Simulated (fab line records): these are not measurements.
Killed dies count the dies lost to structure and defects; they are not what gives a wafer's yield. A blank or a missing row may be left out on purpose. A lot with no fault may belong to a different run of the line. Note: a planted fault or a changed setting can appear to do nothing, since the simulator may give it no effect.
Struck lot and sound lot, side by side + flow ritCmos + 19 steps out of a route of 202
Sound: wafers L862.1, L862.2, L862.5. Wafers struck: L868.2, L868.3, L868.6. The cause is given at the end.
For every step that has rows: the tool of each side, followed by ch and its chambers, followed by its first start. Under that, the readings that differ: sound wafers + struck wafers + difference of the means + sigmas: that difference in standard deviations of wafers without a fault.
alike: words and numbers the same on both sides, and readings whose means are apart by under 2 such deviations; not compared: readings that were withheld, readings missing a value for some wafer, numbers with overlapping values and no deviation given by the record, and bounds like >300 which may hide the same value.
The two part at a step that has a row with sigmas, a row that says differs or no value, or rows on one side only. When numbers do not overlap yet have no deviation, they are printed without sigmas and do not part them. Lack of a reading on every wafer of one side parts them only where that side has two or more wafers.

RIT_GATE_STRIP_20: strips in O2, time 180 s.
  sound on plasmaAsher-02 ch 0,1, day 3 20:46; struck on plasmaAsher-02 ch 1, day 4 23:30
  alike: drypumpMotorCurrentA
  not compared: rfHoursCounterH
RIT_GATE_CD_MEAS_90: target cd 150 nm.
  sound on cdSem-01, day 3 20:57; struck on cdSem-02, day 4 23:41
  alike: cdNm
then, 4 steps without rows for these wafers: RIT_REOX_CLEAN_00 (cleans in SC1, time 600 s); RIT_REOX_CLEAN_01 (cleans in dHF, time 30 s); RIT_REOX_CLEAN_02 (cleans in SC2, time 600 s); RIT_REOX_OXIDATION_03 (target thk 25.2 nm, ox time 5580 s).
RIT_REOX_THK_MEAS_04:
  sound on filmMetro-02, day 4 00:01; struck on filmMetro-01, day 5 04:34
  alike: REOX_OXIDE_THK
then, 5 steps without rows for these wafers: RIT_NLDD_HMDS_00 (prime time 60 s); RIT_NLDD_COAT_01 (resist thk 1000 nm); RIT_NLDD_SOFTBAKE_02 (time 60 s); RIT_NLDD_EXPOSE_03 (exposes mask M7, target cd 40700 nm); RIT_NLDD_PEB_04.
RIT_NLDD_DEVELOP_05: develop time 50 s.
  sound on lithoTrack-04 ch 0, day 4 00:00; struck on lithoTrack-04 ch 0, day 5 05:00
  alike: resistLineTempC
RIT_NLDD_OVL_MEAS_06:
  sound on overlay-01, day 4 01:03; struck on overlay-02, day 5 05:28
  alike: NLDD_OVL
then, 2 steps without rows for these wafers: RIT_NLDD_HARDBAKE_07 (time 60 s); RIT_NLDD_IMPLANT_08.
RIT_NLDD_STRIP_09: strips in O2, time 180 s.
  sound on plasmaAsher-01 ch 0,1, day 4 01:23; struck on plasmaAsher-03 ch 0,1, day 5 05:47
  alike: drypumpMotorCurrentA
  not compared: rfHoursCounterH
RIT_NLDD_TW_MEAS_10:
  sound on filmMetro-04, day 4 01:34; struck on filmMetro-04, day 5 06:12
| reading | sound          | struck   | difference | sigmas |
|---------|----------------|----------|------------|--------|
| NLDD_TW | 2479 2478 2492 | 30 30 30 | -2453      | -82    |
  not compared: hold
following that, these wafers have no rows for 1 step: RIT_M1_PROBE_99.

WHERE THEY PART
At RIT_NLDD_TW_MEAS_10 and nowhere else, as far as this record goes.

WHY: the cause the simulator had injected
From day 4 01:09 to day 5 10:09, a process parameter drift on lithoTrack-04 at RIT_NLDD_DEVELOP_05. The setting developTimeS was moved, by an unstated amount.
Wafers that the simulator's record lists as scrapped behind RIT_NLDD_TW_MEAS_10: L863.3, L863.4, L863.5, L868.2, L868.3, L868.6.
